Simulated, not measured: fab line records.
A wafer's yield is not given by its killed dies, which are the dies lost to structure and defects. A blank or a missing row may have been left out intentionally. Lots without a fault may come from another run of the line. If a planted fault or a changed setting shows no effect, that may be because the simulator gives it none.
A struck lot beside a sound one | flow berkeleyCmos170 | 22 out of 331 route steps
Sound: wafers L464.1, L464.4, L464.6. Wafers L463.1, L463.2, L463.5 were the ones struck. At the end, the cause is stated.
Each step with rows lists, per side, the tool, then ch with its chambers, then its first start. Under that, the readings that differ: sound wafers | struck wafers | difference of the means | sigmas: that difference in standard deviations of wafers without a fault.
alike: words and numbers the same on both sides, and readings whose means are apart by under 2 such deviations; not compared: readings that were withheld, readings missing a value for some wafer, numbers with overlapping values and no deviation given by the record, and bounds like >300 which may hide the same value.
The two part at a step that has a row with sigmas, a row that says differs or no value, or rows on one side only. Numbers that have no deviation but don't overlap get no sigmas and don't part them. Lack of a reading on every wafer of one side parts them only where that side has two or more wafers.

first, 3 steps without rows for these wafers: UCB170_FIELD_WET_ETCH_04 (etches SiO2 in dHF, time 60 s); UCB170_FIELD_WET_ETCH_05 (etches Si3N4 in H3PO4, time 12600 s); UCB170_FIELD_WET_ETCH_06 (etches SiO2 in BOE, time 22 s).
UCB170_FIELD_THK_MEAS_90:
  sound on filmMetro-03, day 8 20:11; struck on filmMetro-02, day 8 20:11
  alike: FIELD_OXIDE_LEFT_1_THK
then, 2 steps without rows for these wafers: UCB170_SACOX_CLEAN_00 (cleans in dHF, time 7.5 s); UCB170_SACOX_OXIDATION_01 (target thk 14.4 nm, ox time 2400 s).
UCB170_SACOX_THK_MEAS_02:
  sound on filmMetro-01, day 9 02:20; struck on filmMetro-02, day 9 02:20
  alike: SACOX_OXIDE_THK
then, 2 steps without rows for these wafers: UCB170_SCREENOX_WET_ETCH_00 (etches SiO2 in dHF, time 200 s); UCB170_SCREENOX_OXIDATION_01 (target thk 14.4 nm, ox time 2400 s).
UCB170_SCREENOX_THK_MEAS_02:
  sound on filmMetro-03, day 9 08:54; struck on filmMetro-01, day 9 08:54
reading                 | sound             | struck            | difference | sigmas
SCREENOX_OXIDE_THK (nm) | 14.51 14.35 14.17 | 14.89 15.02 15.02 | +0.63      | +2
then, 2 steps without rows for these wafers: UCB170_SCREENOX_ANNEAL_03 (time 900 s); UCB170_NVT_HMDS_00 (prime time 60 s).
UCB170_NVT_COAT_01: resist thk 900 nm.
  sound on lithoTrack-02 ch 0, day 9 15:17; struck on lithoTrack-03 ch 0, day 9 15:17
reading                             | sound           | struck            | difference | sigmas
dispensePressureKPa (kPa)           | 58 58 58        | 49 49 49          | -9         | -2
model.KrF_of_NVT_COAT_01.thkNm (nm) | 904 905.6 904.8 | 726.4 724.4 723.2 | -180.1     | 
then, 3 steps without rows for these wafers: UCB170_NVT_SOFTBAKE_02 (time 60 s); UCB170_NVT_EXPOSE_03 (exposes mask PWELL, target cd 3000 nm); UCB170_NVT_PEB_04.
UCB170_NVT_DEVELOP_05: develop time 45 s.
  sound on lithoTrack-03 ch 0; struck on lithoTrack-02 ch 0
reading                             | sound             | struck          | difference | sigmas
model.KrF_of_NVT_COAT_01.thkNm (nm) | 889.8 891.4 890.6 | 712.2 710.2 709 | -180.1     | 
UCB170_NVT_OVL_MEAS_06:
  sound on overlay-02, day 9 16:18; struck on overlay-01, day 9 17:33
  alike: NVT_OVL
next, for these wafers, 1 step has no rows: UCB170_NVT_IMPLANT_07.
UCB170_NVT_STRIP_08: strips in O2.
  sound on plasmaAsher-03 ch 1, day 9 16:29; struck on plasmaAsher-01 ch 0,1, day 9 17:44
reading                  | sound             | struck            | difference | sigmas
stripTimeToEndpointS (s) | 21.73 21.77 21.74 | 17.47 17.43 17.40 | -4.31      | -48
  alike: drypumpMotorCurrentA, oesProductAu
  not compared: rfHoursCounterH
UCB170_NVT_TW_MEAS_09:
  sound on filmMetro-02, day 9 16:35; struck on filmMetro-03, day 9 17:50
  alike: NVT_TW
-- the record jumps here: 2 days lie between the struck wafers' starts before and after (it left off in module NVT and takes up again in module M3, whose first step shown is number 331 of the route) --
UCB170_M3_PROBE_99:
  record: rows for the struck wafers here (prober-02, day 12 00:44), none for the sound ones

## WHERE THEY PART
First at UCB170_SCREENOX_THK_MEAS_02; last, within this record, at UCB170_M3_PROBE_99.

WHY: what the simulator had put in
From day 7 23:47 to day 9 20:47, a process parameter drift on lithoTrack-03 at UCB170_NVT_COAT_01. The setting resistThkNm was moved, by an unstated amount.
